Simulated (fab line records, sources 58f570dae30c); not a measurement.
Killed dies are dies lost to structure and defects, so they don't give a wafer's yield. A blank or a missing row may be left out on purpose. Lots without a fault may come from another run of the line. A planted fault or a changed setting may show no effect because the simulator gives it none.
Problem report in the 8D (eight disciplines) form, filled by code | flow berkeley_cmos170 | the parts of the form that need people (team, actions taken, sign-off) are left out

1. THE PROBLEM
beam_energy_keV at UCB170_PWELL_IMPLANT_15 reads a mean of 63.576 on 6 wafers of 2 lots; wafers without a fault read 60.002 with a standard deviation of 0.016. That is +99 or more standard deviations from the usual mean.
First seen on wafer L114.1, day 5 18:38, on implanter-03. The record holds 18 wafers of 6 lots with a number at this step. Rule for "out", or "out of limits": more than 4 standard deviations from the usual mean. The other wafers with a number count as sound.

2. WHAT IT IS AND WHAT IT IS NOT
question                    | is                     | is not
which readings at this step | beam_energy_keV        | -
which lots                  | L114, L116             | L105, L112, L120, L121
which wafers of those lots  | all that have a number | -
read on which tools         | implanter-03           | implanter-01
when                        | from day 5 18:38       | up to then (6 sound wafers); but 6 sound wafers of L120, L121 came after

3. SUSPECTS, AND WHAT RULES EACH OUT
Counting: a tool at a process step up to the reading stays a suspect if it ran every lot that is out and no sound lot after the first of them.
- implanter-03 at UCB170_PWELL_IMPLANT_15: kept. It ran every lot that is out, first L114 (day 5 18:38), and no sound lot after that; its last sound lot up to then is L112 (day 5 03:31). Its own readings are out on those wafers: beam_energy_keV.
Left after counting: implanter-03 at UCB170_PWELL_IMPLANT_15.

4. THE CAUSE (what the simulator had put in)
Process parameter drift: implanter-03, from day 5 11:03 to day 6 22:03, at UCB170_PWELL_IMPLANT_15. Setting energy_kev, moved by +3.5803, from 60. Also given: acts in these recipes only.
Counting left only this tool.

5. THE CHAIN OF EFFECTS, in route order
Each row: a reading whose mean over the struck wafers that have a number lies more than 3 standard deviations from the usual. Only readings for which the record gives a usual standard deviation are gone through. hours: the time from each lot's start at the first step in this table that gives one to its start at this step, as a median over the lots. sigmas: the change in usual standard deviations.
hours | step                    | reading         | usual  | on struck wafers | change | sigmas
0     | UCB170_PWELL_IMPLANT_15 | beam_energy_keV | 60.002 | 63.576           | +3.574 | +99 or more
The process steps in it:
- UCB170_PWELL_IMPLANT_15

6. WHAT WOULD HAVE CAUGHT IT SOONER
In this record the first reading out of limits was taken at day 5 18:38, 8 hours after the fault began at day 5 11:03.
